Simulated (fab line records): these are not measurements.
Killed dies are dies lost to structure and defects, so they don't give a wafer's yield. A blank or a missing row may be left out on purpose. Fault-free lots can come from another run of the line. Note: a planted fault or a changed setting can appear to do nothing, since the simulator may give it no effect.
Chamber matching || flow berkeleyCmos170 || UCB170_V1_CVD_00 on pecvd-01 has 3 sister chambers
The step deposits SiO2 from TEOS/O2, target thk 2000 nm, time 250 s. 18 wafers are shown with their chamber, then 9 later ones without.

## WAFERS WITH THEIR CHAMBER
{"wafer": "L160.1", "chamber": 2, "heaterPowerW (W)": 298}
{"wafer": "L160.4", "chamber": 2, "heaterPowerW (W)": 213}
{"wafer": "L160.6", "chamber": 1, "heaterPowerW (W)": 225}
{"wafer": "L165.1", "chamber": 2, "heaterPowerW (W)": 286}
{"wafer": "L165.5", "chamber": 0, "heaterPowerW (W)": 269}
{"wafer": "L165.6", "chamber": 1, "heaterPowerW (W)": 222}
{"wafer": "L168.1", "chamber": 0, "heaterPowerW (W)": 257}
{"wafer": "L168.4", "chamber": 1, "heaterPowerW (W)": 308}
{"wafer": "L168.5", "chamber": 2, "heaterPowerW (W)": 218}
{"wafer": "L169.2", "chamber": 0, "heaterPowerW (W)": 248}
{"wafer": "L169.5", "chamber": 2, "heaterPowerW (W)": 296}
{"wafer": "L169.6", "chamber": 1, "heaterPowerW (W)": 227}
{"wafer": "L170.2", "chamber": 2, "heaterPowerW (W)": 300}
{"wafer": "L170.5", "chamber": 1, "heaterPowerW (W)": 321}
{"wafer": "L170.6", "chamber": 0, "heaterPowerW (W)": 197}
{"wafer": "L174.2", "chamber": 2, "heaterPowerW (W)": 251}
{"wafer": "L174.3", "chamber": 0, "heaterPowerW (W)": 206}
{"wafer": "L174.6", "chamber": 2, "heaterPowerW (W)": 297}

SIGNATURES (means of the wafers above)
{"reading": "heaterPowerW", "chamber 0": 235.40, "chamber 1": 260.60, "chamber 2": 269.88, "scatter within a chamber": 39.6}
Rule: for each reading, subtract the chamber's mean from the wafer's reading, divide by that reading's scatter and square the result; add these up over the readings and take the root, which gives the wafer's distance from the chamber. The wafer belongs to the nearest chamber; if the next one is less than 2 further off, it can't be placed. The scatter: take each reading less its chamber's mean, square it, sum over the shown wafers, divide by the number of wafers less the number of chambers, and take the root.

## WAFERS WHOSE CHAMBER IS MISSING
{"wafer": "L176.2", "heaterPowerW (W)": 301}
{"wafer": "L176.5", "heaterPowerW (W)": 196}
{"wafer": "L176.6", "heaterPowerW (W)": 317}
{"wafer": "L181.2", "heaterPowerW (W)": 246}
{"wafer": "L181.3", "heaterPowerW (W)": 211}
{"wafer": "L181.6", "heaterPowerW (W)": 271}
{"wafer": "L180.2", "heaterPowerW (W)": 279}
{"wafer": "L180.4", "heaterPowerW (W)": 210}
{"wafer": "L180.5", "heaterPowerW (W)": 193}

## THE CHAMBER EACH PASSED THROUGH
{"wafer": "L176.2", "from the rows above": "can't be placed: 2 or 1 or 0", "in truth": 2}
{"wafer": "L176.5", "from the rows above": "can't be placed: 0 or 1 or 2", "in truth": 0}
{"wafer": "L176.6", "from the rows above": "can't be placed: 2 or 1 or 0", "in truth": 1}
{"wafer": "L181.2", "from the rows above": "can't be placed: 0 or 1 or 2", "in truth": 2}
{"wafer": "L181.3", "from the rows above": "can't be placed: 0 or 1 or 2", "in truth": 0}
{"wafer": "L181.6", "from the rows above": "can't be placed: 2 or 1 or 0", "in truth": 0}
{"wafer": "L180.2", "from the rows above": "can't be placed: 2 or 1 or 0", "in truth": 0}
{"wafer": "L180.4", "from the rows above": "can't be placed: 0 or 1 or 2", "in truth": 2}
{"wafer": "L180.5", "from the rows above": "can't be placed: 0 or 1 or 2", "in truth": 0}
Correct placement for 0 of the 9. From these rows, 9 cannot be placed; in 9 the true chamber is one of the candidates. 0 placed wrongly.
